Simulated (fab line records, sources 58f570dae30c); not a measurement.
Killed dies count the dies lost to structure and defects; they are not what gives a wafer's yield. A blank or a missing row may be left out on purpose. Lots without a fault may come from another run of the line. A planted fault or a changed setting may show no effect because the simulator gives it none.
Which of the tools did it? | flow berkeleyCmos170 | 15 lots with 45 wafers sampled at 4 steps, on a route of 331 steps

WHAT THE GAUGES SHOWED, per wafer
UCB170_START_BOW_MEAS_00. Usual: for INCOMING_BOW the level is 0 um and the standard deviation is 6.
lot  | measured    | on           | INCOMING_BOW (um) | flag
L362 | day 1 10:00 | filmMetro-04 | -8 3 -4           | 
L364 | day 1 20:00 | filmMetro-03 | -1 -2 -16         | 
L365 | day 2 01:00 | filmMetro-03 | 5 -5 3            | 
L366 | day 2 06:00 | filmMetro-04 | -5 11 -7          | 
L367 | day 2 11:04 | filmMetro-04 | 5 7 9             | 
L368 | day 2 16:00 | filmMetro-02 | -1 8 3            | 
L371 | day 3 07:00 | filmMetro-03 | -5 0 3            | 
L372 | day 3 12:01 | filmMetro-04 | 12 -1 1           | 
L373 | day 3 17:01 | filmMetro-02 | 2 -5 8            | 
L374 | day 3 22:01 | filmMetro-03 | 3 -2 1            | 
L375 | day 4 03:01 | filmMetro-04 | -12 8 -4          | 
L376 | day 4 08:02 | filmMetro-03 | -11 -4 -19        | 
L377 | day 4 13:02 | filmMetro-03 | 3 7 6             | 
L384 | day 6 00:00 | filmMetro-04 | 5 -6 -3           | 
L385 | day 6 05:00 | filmMetro-04 | -4 2 7            | 

UCB170_PWELL_OVL_MEAS_13. Usual: for PWELL_OVL the level is 0 nm and the standard deviation is 5.2.
lot  | measured    | on         | PWELL_OVL (nm) | flag
L362 | day 3 10:49 | overlay-02 | -3 -5 10       | 
L364 | day 4 00:55 | overlay-01 | 0 0 0          | 
L365 | day 4 00:41 | overlay-02 | 1 -2 -11       | 
L366 | day 4 09:32 | overlay-02 | -7 -1 -3       | 
L367 | day 4 09:17 | overlay-02 | -7 5 -3        | 
L368 | day 4 09:41 | overlay-01 | 6 6 5          | 
L371 | day 5 08:09 | overlay-02 | -5 -4 3        | 
L372 | day 5 12:31 | overlay-01 | 2 5 3          | 
L373 | day 5 11:53 | overlay-01 | -1 0 5         | 
L377 | day 7 00:50 | overlay-01 | -8 3 1         | 
L384 | day 8 06:59 | overlay-02 | -1 2 -4        | 
L385 | day 8 14:26 | overlay-02 | -7 -2 -1       | 

UCB170_PFIELD_OVL_MEAS_06. Usual: for PFIELD_OVL the level is -2 nm and the standard deviation is 5.5.
lot  | measured     | on         | PFIELD_OVL (nm) | flag
L362 | day 4 22:59  | overlay-01 | -11 -15 -9      | 
L364 | day 5 12:58  | overlay-01 | -13 1 7         | 
L365 | day 5 13:05  | overlay-01 | 1 -2 -4         | 
L366 | day 5 20:45  | overlay-02 | 3 -2 -3         | 
L367 | day 5 21:03  | overlay-02 | -5 -7 -3        | 
L368 | day 5 20:29  | overlay-02 | 4 3 5           | 
L371 | day 7 05:53  | overlay-02 | -6 -4 -10       | 
L372 | day 7 06:06  | overlay-01 | -8 -9 -8        | 
L373 | day 7 06:21  | overlay-02 | -5 -5 0         | 
L377 | day 8 15:29  | overlay-02 | -4 -12 -5       | 
L384 | day 10 01:54 | overlay-02 | -3 -1 2         | 
L385 | day 10 09:15 | overlay-02 | -7 -6 1         | 

WHICH TOOL RAN EACH LOT (tool, then ch and the chambers of the sampled wafers, then the start)
lot  | UCB170_NWELL_DEVELOP_11
L362 | lithoTrack-03 ch 0, day 2 14:00
L364 | lithoTrack-01 ch 0, day 3 04:00
L365 | lithoTrack-03 ch 0, day 3 04:00
L366 | lithoTrack-03 ch 0, day 3 11:00
L367 | lithoTrack-01 ch 0, day 3 11:00
L368 | lithoTrack-04 ch 0, day 3 12:00
L371 | lithoTrack-01 ch 0, day 4 11:00
L372 | lithoTrack-01 ch 0, day 4 17:00
L373 | lithoTrack-04 ch 0, day 4 17:00
L374 | lithoTrack-03, day 5 01:00
L375 | lithoTrack-04, day 5 00:00
L376 | lithoTrack-01, day 5 09:00
L377 | lithoTrack-03 ch 0, day 5 19:00
L384 | lithoTrack-01 ch 0, day 7 07:00
L385 | lithoTrack-01 ch 0, day 7 19:00
- UCB170_NWELL_DEVELOP_11: develop time 45 s.

WHAT THE TOOLS THEMSELVES READ (means of the sampled wafers that have a number; where no wafer has one, the mark that the record gives instead)
UCB170_NWELL_DEVELOP_11. Usual: chillPlateTempC at 23.00 C, with a standard deviation of 0.11.
lot  | tool          | chillPlateTempC (C) | flag
L362 | lithoTrack-03 | 23.02               | 
L364 | lithoTrack-01 | 23.07               | 
L365 | lithoTrack-03 | 23.06               | 
L366 | lithoTrack-03 | 22.98               | 
L367 | lithoTrack-01 | 23.06               | 
L368 | lithoTrack-04 | 22.87               | 
L371 | lithoTrack-01 | 23.01               | 
L372 | lithoTrack-01 | 22.97               | 
L373 | lithoTrack-04 | 23.07               | 
L374 | lithoTrack-03 | -                   | OFF
L375 | lithoTrack-04 | -                   | OFF
L376 | lithoTrack-01 | -                   | OFF
L377 | lithoTrack-03 | 23.11               | 
L384 | lithoTrack-01 | 23.10               | 
L385 | lithoTrack-01 | 22.93               | 

THE ANSWER, worked out from the rows above alone
Rule: lot off if the mean of its wafers having a number is beyond 3 standard deviations from the usual mean. Also off: a lot with no number at a reading for which 4 or more lots have one. The other lots that the step has rows for count as sound. First the gauges in route order, then the tools' own readings, where a lot's mean is used as printed above. The first step at which some lot is off is used, and at that step the reading that is off furthest; a lot without a number counts as furthest.
Off at UCB170_NWELL_DEVELOP_11 (chillPlateTempC): L374, L375, L376. Without a number there: L374, L375, L376.
If a tool, at that step or one of the process steps before it, ran each lot that is off and ran no sound lot following the first of them, it fits. None of those tried fits.

WHAT HAD BEEN PUT IN BY THE SIMULATOR
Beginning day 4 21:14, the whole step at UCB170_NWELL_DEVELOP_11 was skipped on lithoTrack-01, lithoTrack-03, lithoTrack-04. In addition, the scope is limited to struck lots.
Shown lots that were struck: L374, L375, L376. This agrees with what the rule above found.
